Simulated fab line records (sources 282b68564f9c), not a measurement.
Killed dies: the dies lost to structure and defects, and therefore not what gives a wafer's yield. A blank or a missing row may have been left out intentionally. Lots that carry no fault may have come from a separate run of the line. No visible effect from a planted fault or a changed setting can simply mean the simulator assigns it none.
What tool caused it? -- flow ritCmos -- 13 lots with 39 wafers sampled at 2 steps, on a route of 202 steps

## WHAT EACH GAUGE READ, for each wafer
RIT_ACTIVE_CD_MEAS_11 targets a cd of 1400 nm.
lot,measured,on,cdNm (nm)
L738,day 1 14:34,cdSem-02,1398.3 1399.5 1397.9
L740,day 2 00:28,cdSem-01,1400.5 1401.7 1403.2
L741,day 2 05:34,cdSem-01,1395.3 1394.8 1397.6
L742,day 2 11:07,cdSem-02,1397.8 1399.2 1397.8
L743,day 2 16:52,cdSem-01,1396.6 1398.0 1399.1
L744,day 2 23:27,cdSem-02,1398.6 1400.9 1400.9
L745,day 3 02:53,cdSem-01,1402.6 1402.1 1401.9
L749,day 3 22:04,cdSem-01,1396.3 1398.8 1399.6
L750,day 4 03:34,cdSem-01,1397.8 1397.6 1396.3
L754,day 5 00:28,cdSem-01,1402.2 1402.3 1401.1
L756,day 5 08:56,cdSem-01,1395.8 1397.1 1396.5
L758,day 5 18:46,cdSem-02,1400.3 1398.9 1400.2
L760,day 6 04:47,cdSem-01,1398.9 1400.3 1400.5

RIT_PRETRO_TW_MEAS_10.
lot,measured,on,PRETRO_TW
L738,day 2 08:26,filmMetro-02,473.8 476.8 473.1
L740,day 2 19:05,filmMetro-03,480.1 479.3 479.8
L741,day 3 00:35,filmMetro-02,476.1 472.8 474.0
L742,day 3 05:11,filmMetro-03,477.7 478.6 478.8
L743,day 3 12:11,filmMetro-01,471.3 469.2 472.0
L744,day 3 18:28,filmMetro-03,478.0 476.1 477.8
L745,day 3 22:49,filmMetro-03,477.0 476.8 476.8
L749,day 4 16:52,filmMetro-01,474.8 473.1 474.4
L750,day 4 21:01,filmMetro-02,473.0 474.0 476.7
L754,day 5 17:48,filmMetro-02,476.3 476.0 474.2
L756,day 6 03:41,filmMetro-02,474.9 472.5 473.7
L758,day 6 13:21,filmMetro-02,477.2 474.6 472.7
L760,day 6 23:05,filmMetro-02,473.2 476.1 471.8

## TOOL THAT RAN EACH LOT (tool first, then ch and the chambers of the sampled wafers, then the start)
The record shows no process step preceding these readings.

## WHAT THE TOOLS THEMSELVES READ (means of the sampled wafers that have a number; where no wafer has one, the mark that the record gives instead)
The record holds no such reading with a usual standard deviation.

## THE ANSWER, worked out from the rows above alone
Rule: the usual values come from the lots themselves. The widest of any qualifying gaps counts: lots, ordered by their means at a reading, are off when they make up no more than a third of the lots, leave a main group of 4 or more, and stand apart from it by 3 or more times the standard deviation of that group's means. A main group is skipped when, at the precision printed for the reading in the tables above, its means are all equal. Also off: a lot with no number at a reading for which 4 or more lots have one. Where the step has rows for the other lots, those lots are counted as sound. The gauges are gone through in route order, then the tools' own readings, and for those a lot's mean is taken as printed above. The first step at which some lot is off is used, and at that step the reading that is off furthest; a lot without a number counts as furthest.
No lot is off at any reading shown: from this, nothing can be told.

## WHAT HAD BEEN PUT IN BY THE SIMULATOR
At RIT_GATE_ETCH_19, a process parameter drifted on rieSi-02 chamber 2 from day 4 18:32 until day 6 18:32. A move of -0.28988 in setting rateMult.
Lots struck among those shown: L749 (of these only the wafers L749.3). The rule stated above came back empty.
